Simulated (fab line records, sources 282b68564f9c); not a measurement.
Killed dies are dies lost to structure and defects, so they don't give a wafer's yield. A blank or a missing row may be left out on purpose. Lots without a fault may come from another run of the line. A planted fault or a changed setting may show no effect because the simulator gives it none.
fab line records | flow rit_cmos
record lots=5 wafers=23
route steps=202 shown SDANNEAL@155 NSD@158 PLDD@159 M1@192
start_h: hours from the record's first day to the start of the lot's first wafer shown | wait_h: hours since the lot's step before | " the same as in the row above | L1.1+2: a row that stands for several wafers | - no value, or no start given | * or withheld: withheld | < > ~ a bound
route shown NAME@n: a module of which the file shows steps, and the number in the route of the first | usual: mean/standard deviation of fault-free wafers | same: alike in all rows | chamber/n: place in a boat | sites: the reading at each site | _std_site: their standard deviation | _edge_site: outer sites' mean less inner sites' | radius_mm: how far each site lies from the wafer's centre | mask NAME#n: copy n | behind: the tool/chamber that last shaped the wafer | hold: why the lot was held/for how many hours/how that ended | device: the transistor (n, p or np) that didn't switch | end of line: the same wafers' tests at the end of the route | a step without rows: its recipe alone | killed: dies lost to structure and defects at the first sort, not the wafer's yield | map: a wafer's dies, x killed, . not, _ none there
set.NAME: the setting as run; set.NAME@STEP: as run at that earlier step | model.NAME: the simulator's own value behind a step, which no gauge read
lots whose settings were changed on purpose; a table a step, a row a wafer
## steps
# step RIT_SDANNEAL_CLEAN_02
# recipe chemistry=SC2 mix=3:3:50 time_s=600 temp_c=75 dry=n2_spin
# columns lot.wafer tool chamber start_h wait_h set.time_s
L078.2+4+6 wet_bench-02 2 70.21 0.0 600
L079.2+3+4+5+6 - - - 0.0 656.5
L081.1+2+3+5+6 - - - 0.0 600
L082.2+3+4+5+6 - - - 0.0 674.6
L084.1+2+4+5+6 - - - 0.0 573.3
# step RIT_SDANNEAL_RTA_03
# recipe temp_c=1050 time_s=4.907 idle_temp_c=600 ramp_up_c_per_s=342 ramp_down_c_per_s=171 cool_to_c=600 ambient=N2
# step RIT_SDANNEAL_RS_MEAS_05
# recipe thk_meas_gauge=four-point-probe
# usual NSD_RS=84.72/0.27
# columns lot.wafer tool chamber start_h wait_h set.dose_cm2@NSD_IMPLANT_08 NSD_RS[ohm/sq]
L078.2 film_metro-02 - 70.58 0.1 1e+15 84.99
L078.4 " - " " 1e+15 84.71
L078.6 " - " " 1e+15 84.95
L079.2 film_metro-02 - 74.23 0.1 1e+15 84.91
L079.3 " - " " 1e+15 84.84
L079.4 " - " " 1.022e+15 83.35
L079.5 " - " " 1.022e+15 83.52
L079.6 " - " " 1e+15 84.93
L081.1 film_metro-02 - 85.75 0.1 1.048e+15 81.35
L081.2 " - " " 1.048e+15 81.49
L081.3 " - " " 1e+15 84.38
L081.5 " - " " 1e+15 84.20
L081.6 " - " " 1e+15 84.10
L082.2 film_metro-01 - 94.93 0.1 1e+15 84.51
L082.3 " - " " 1e+15 84.64
L082.4 " - " " 1e+15 84.21
L082.5 " - " " 1e+15 84.47
L082.6 " - " " 1e+15 84.42
L084.1 film_metro-02 - 102.44 0.1 1e+15 84.65
L084.2 " - " " 1e+15 84.43
L084.4 " - " " 1e+15 84.83
L084.5 " - " " 1e+15 84.88
L084.6 " - " " 1e+15 84.53
# step RIT_SDANNEAL_RS_MEAS_06
# recipe thk_meas_gauge=four-point-probe
# usual PLDD_RS=178.8/0.4
# columns lot.wafer tool chamber start_h wait_h set.dose_cm2@PLDD_IMPLANT_08 PLDD_RS[ohm/sq]
L078.2 film_metro-02 - 70.70 0.1 9e+14 178.9
L078.4 " - " " 9e+14 178.8
L078.6 " - " " 9e+14 178.7
L079.2 film_metro-02 - 74.35 0.1 8.685e+14 182.4
L079.3 " - " " 9e+14 178.3
L079.4 " - " " 9e+14 178.9
L079.5 " - " " 8.685e+14 181.6
L079.6 " - " " 8.685e+14 181.7
L081.1 film_metro-02 - 85.87 0.1 9.534e+14 173.5
L081.2 " - " " 9e+14 178.3
L081.3 " - " " 9.534e+14 173.8
L081.5 " - " " 9e+14 178.7
L081.6 " - " " 9.534e+14 173.7
L082.2 film_metro-01 - 95.05 0.1 8.82e+14 180.9
L082.3 " - " " 8.82e+14 180.1
L082.4 " - " " 8.82e+14 180.6
L082.5 " - " " 9e+14 178.8
L082.6 " - " " 9e+14 178.8
L084.1 film_metro-02 - 102.56 0.1 9e+14 178.7
L084.2 " - " " 9e+14 178.4
L084.4 " - " " 9e+14 178.9
L084.5 " - " " 9e+14 178.9
L084.6 " - " " 9e+14 178.7
# step RIT_M1_DEVELOP_08
# recipe resist=NOVOLAK develop_time_s=68 dev_temp_c=23
# columns lot.wafer tool chamber start_h wait_h set.develop_time_s
L078.2+4+6 litho_track-04 0 - - 68
L079.2+4+5 litho_track-03 0 - - 68
L079.3+6 " 0 " " 64.2
L081.1+2+3+5+6 litho_track-04 0 - - 68
L082.2+4 litho_track-03 0 - - 68
L082.3+5+6 " 0 " " 61.78
L084.1+6 litho_track-03 0 - - 74.31
L084.2+4+5 " 0 " " 68
# step RIT_M1_CD_MEAS_09
# recipe target_cd_nm=2600
# usual cd_nm=2600.6/1.9
# columns lot.wafer tool chamber start_h wait_h set.develop_time_s@M1_DEVELOP_08 cd_nm
L078.2 cd_sem-01 - 75.38 - 68 2600.6
L078.4 " - " " 68 2599.8
L078.6 " - " " 68 2600.4
L079.2 cd_sem-01 - 79.06 - 68 2602.8
L079.3 " - " " 64.2 2608.1
L079.4 " - " " 68 2602.7
L079.5 " - " " 68 2600.5
L079.6 " - " " 64.2 2608.8
L081.1 cd_sem-01 - 90.55 - 68 2598.1
L081.2 " - " " 68 2596.5
L081.3 " - " " 68 2598.1
L081.5 " - " " 68 2598.1
L081.6 " - " " 68 2599.5
L082.2 cd_sem-01 - 99.73 - 68 2599.3
L082.3 " - " " 61.78 2609.1
L082.4 " - " " 68 2600.7
L082.5 " - " " 61.78 2606.6
L082.6 " - " " 61.78 2610.1
L084.1 cd_sem-01 - 107.25 - 74.31 2590.2
L084.2 " - " " 68 2597.4
L084.4 " - " " 68 2598.3
L084.5 " - " " 68 2599.2
L084.6 " - " " 74.31 2587.0
# step RIT_M1_HARDBAKE_11
# recipe resist=NOVOLAK temp_c=140 time_s=120
# step RIT_M1_STRIP_13
# recipe chemistry=nmp resist=NOVOLAK temp_c=80 time_s=617 dry=n2_spin
# step RIT_M1_STRIP_14
# recipe chemistry=O2 time_s=180 platen_temp_c=withheld power_w=500 pressure_mtorr=4000 o2_flow_sccm=4000
# step RIT_M1_CD_MEAS_90
# recipe target_cd_nm=2600
# usual cd_nm=2600.6/2
# columns lot.wafer tool chamber start_h wait_h set.develop_time_s@M1_DEVELOP_08 cd_nm
L078.2 cd_sem-01 - 76.30 0.1 68 2602.5
L078.4 " - " " 68 2601.3
L078.6 " - " " 68 2602.7
L079.2 cd_sem-01 - 80.02 0.1 68 2603.2
L079.3 " - " " 64.2 2607.5
L079.4 " - " " 68 2602.2
L079.5 " - " " 68 2601.0
L079.6 " - " " 64.2 2606.7
L081.1 cd_sem-02 - 91.52 0.1 68 2598.6
L081.2 " - " " 68 2597.0
L081.3 " - " " 68 2600.2
L081.5 " - " " 68 2600.4
L081.6 " - " " 68 2597.7
L082.2 cd_sem-01 - 100.73 0.2 68 2599.9
L082.3 " - " " 61.78 2610.4
L082.4 " - " " 68 2602.1
L082.5 " - " " 61.78 2608.6
L082.6 " - " " 61.78 2611.3
L084.1 cd_sem-01 - 108.20 0.1 74.31 2589.8
L084.2 " - " " 68 2595.5
L084.4 " - " " 68 2597.0
L084.5 " - " " 68 2597.7
L084.6 " - " " 74.31 2586.8
## key
split step=RIT_SDANNEAL_CLEAN_02 setting=time_s stated=600 by=lot
response none clear
split step=RIT_M1_DEVELOP_08 setting=develop_time_s stated=68 by=wafer
response step=RIT_M1_CD_MEAS_09 reading=cd_nm change=-1.02 per=1% r=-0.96
response step=RIT_M1_CD_MEAS_90 reading=cd_nm change=-0.943 per=1% r=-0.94
split outside_this_file step=RIT_PLDD_IMPLANT_08 setting=dose_cm2
split outside_this_file step=RIT_NSD_IMPLANT_08 setting=dose_cm2
# split outside_this_file: this setting was split too, and the file shows its column; the key of that split is in another file
